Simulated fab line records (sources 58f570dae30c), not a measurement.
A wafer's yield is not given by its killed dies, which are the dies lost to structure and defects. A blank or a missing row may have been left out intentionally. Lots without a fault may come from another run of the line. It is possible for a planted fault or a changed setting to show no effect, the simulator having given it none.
Comparing a struck lot with a sound one    flow berkeley cmos170    16 steps out of a route of 331
Sound: wafers L551.1, L551.5, L551.6. Struck: wafers L552.1, L552.4, L552.5. Last of all comes the cause.
For every step that has rows: the tool of each side, followed by ch and its chambers, followed by its first start. Under that, the readings that differ: sound wafers    struck wafers    difference of the means    sigmas: that difference in standard deviations of wafers without a fault.
alike: words and numbers the same on both sides, and readings whose means are apart by under 2 such deviations; not compared: readings that were withheld, readings missing a value for some wafer, numbers with overlapping values and no deviation given by the record, and bounds like >300 which may hide the same value.
The two part at a step that has a row with sigmas, a row that says differs or no value, or rows on one side only. Non-overlapping numbers with no deviation appear without sigmas and do not part them. Lack of a reading on every wafer of one side parts them only where that side has two or more wafers.

UCB170_V2_CMP_02: polishes SiO2.
  sound on cmp-02 ch 0,1,3, day 10 14:45; struck on cmp-01 ch 0,1,3, day 11 02:43
  alike: motor current A
UCB170_V2_BOW_MEAS_03:
  sound: film metro-02 at day 10 14:57; struck: film metro-04 at day 11 02:58
  alike: V2_BOW
UCB170_V2_THK_MEAS_04:
  sound: film metro-02 at day 10 15:04; struck: film metro-04 at day 11 03:05
  alike: V2_POLISHED_THK
then, 7 steps without rows for these wafers: UCB170_V2_CLEAN_05 (cleans in DIW); UCB170_V2_HMDS_06 (prime time 60 s); UCB170_V2_COAT_07 (resist thk 900 nm); UCB170_V2_SOFTBAKE_08 (time 60 s); UCB170_V2_EXPOSE_09 (exposes mask VIA2, target cd 700 nm); UCB170_V2_PEB_10; UCB170_V2_DEVELOP_11 (develop time 45 s).
UCB170_V2_CD_MEAS_12: the cd target is 700 nm.
  sound: cd sem-02 at day 10 16:33; struck: cd sem-02 at day 11 04:21
  alike: cd nm
UCB170_V2_OVL_MEAS_13:
  sound: overlay-01 at day 10 16:40; struck: overlay-02 at day 11 04:28
  alike: V2_OVL
UCB170_V2_ETCH_14: etches SiO2 in CHF3/CF4/Ar, stops on Al, target depth 1250 nm, time 291 s.
  sound on rie diel-02 ch 1,2, day 10 16:43; struck on rie diel-03 ch 2,3, day 11 04:31
reading                              sound              struck             difference  sigmas
oes product au (a.u.)                0.858 0.864 0.865  0.960 0.975 0.976  +0.108      +9
model.KrF_of_V2_COAT_07.thk nm (nm)  614.4 606.4 609.8  653.3 648.5 648.8  +40.0       
  alike: cf4 flow sccm, drypump motor current A, throttle valve pct
  not compared: rf hours counter h
UCB170_V2_STRIP_15: strips in O2.
  sound on plasma asher-02 ch 0,1, day 10 16:53; struck on plasma asher-03 ch 0,1, day 11 04:41
reading                       sound              struck             difference  sigmas
drypump motor current A (A)   6.5 6.5 5.8        5.5 5.5 5.6        -0.7        -2
strip time to endpoint s (s)  15.40 15.24 15.30  16.27 16.15 16.18  +0.89       +10
  alike: o2 flow sccm, oes product au
  not compared: rf hours counter h
UCB170_V2_CD_MEAS_90: the cd target is 700 nm.
  sound: cd sem-02 at day 10 16:59; struck: cd sem-02 at day 11 04:47
  alike: cd nm
UCB170_M3_PROBE_99:
  the record has rows for the struck wafers here (prober-02, day 11 07:46) and none for the sound ones

WHERE THEY PART
First at UCB170_V2_ETCH_14; last, within this record, at UCB170_M3_PROBE_99.

WHY: whatever the simulator had introduced
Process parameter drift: rie diel-03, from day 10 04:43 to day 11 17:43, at UCB170_V2_ETCH_14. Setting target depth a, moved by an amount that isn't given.
